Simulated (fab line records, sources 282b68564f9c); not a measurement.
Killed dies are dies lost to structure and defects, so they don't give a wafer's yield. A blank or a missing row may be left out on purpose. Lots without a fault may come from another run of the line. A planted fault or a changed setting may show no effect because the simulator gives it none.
One fault seen from 2 desks | flow rit_cmos | each desk has only its own numbers; what lay behind them comes last

THE TOOL OWNER'S DESK: lpcvd-01
The tool's own readings at RIT_GATE_CVD_08 (deposits poly-Si from SiH4, target thk 250 nm, time 2220 s): means of the sampled wafers that have a number, for each lot that ran on this tool. A lot is out of limits, marked OUT, if its mean lies more than 4 standard deviations from the usual mean; the brackets give that distance.
Columns: A = spike_tc_source_C at RIT_GATE_CVD_08, usual 628.6 C; B = susceptor_temp_C at RIT_GATE_CVD_08, usual 609.99 C; C = zone_power_source_pct at RIT_GATE_CVD_08, usual 11.5 %
lot  | first seen here | A     | B      | C
L370 | day 2 20:31     | 627.8 | 610.21 | 13.2
L377 | day 4 11:11     | 627.2 | 609.92 | 13.3
L379 | day 4 19:48     | 626.5 | 610.05 | 13.1
L381 | day 5 06:39     | 629.2 | 610.17 | 11.5
L383 | day 5 13:45     | 629.1 | 609.82 | 11.5
This desk's finding: nothing out of limits on any of the 5 lots.

THE METROLOGY DESK
What the gauges read, lot by lot, whatever tool the lot ran on: means of the sampled wafers that have a number. A lot is out of limits, marked OUT, if its mean lies more than 4 standard deviations from the usual mean; the brackets give that distance.
Columns: A = INCOMING_BOW at RIT_ACTIVE_BOW_MEAS_00, usual 0 um; B = FIELD_OXIDE_LEFT_2_THK at RIT_FOX2_THK_MEAS_91, usual 255 nm; C = GATE_OXIDE_THK at RIT_GATE_THK_MEAS_07, usual 2.83 nm; D = GATE_POLY_THK at RIT_GATE_THK_MEAS_09, usual 248.6 nm
lot  | first seen here | A  | B   | C    | D
L368 | day 1 10:00     | -3 | 259 | 2.81 | 244.3
L369 | day 1 15:00     | -3 | 258 | 2.88 | 248.0
L370 | day 1 20:01     | 1  | 262 | 2.89 | 247.3
L377 | day 3 07:02     | 1  | 243 | 2.84 | 396.2 (+61) OUT
L379 | day 3 17:00     | 2  | 250 | 2.81 | 401.9 (+64) OUT
L381 | day 4 03:02     | -0 | 258 | 2.76 | 246.2
L382 | day 4 08:02     | -7 | 244 | 2.84 | 252.0
L383 | day 4 13:00     | -1 | 261 | 2.92 | 249.2
L386 | day 5 04:01     | -1 | 261 | 2.81 | 249.3
L389 | day 5 19:01     | -3 | 256 | 2.76 | 250.3
This desk's finding: out of limits on L377, L379; first on L377, day 4 12:49 (GATE_POLY_THK at RIT_GATE_THK_MEAS_09). In limits: L368, L369, L370, L381, L382, L383, L386, L389.

PUT TOGETHER
The metrology desk could have raised an alarm at day 4 12:49, on L377, L379.
The tool owner's desk saw nothing out of limits.
The tool owner's desk has L377, L379 on record, within its limits.
Of the lots named, all ran RIT_GATE_CVD_08 on lpcvd-01.

WHAT THE SIMULATOR HAD PUT IN
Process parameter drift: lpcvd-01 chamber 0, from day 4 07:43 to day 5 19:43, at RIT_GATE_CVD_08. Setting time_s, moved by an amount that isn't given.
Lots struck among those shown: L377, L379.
Hours from the fault's start to each desk's first reading out of limits: the metrology desk, 5.
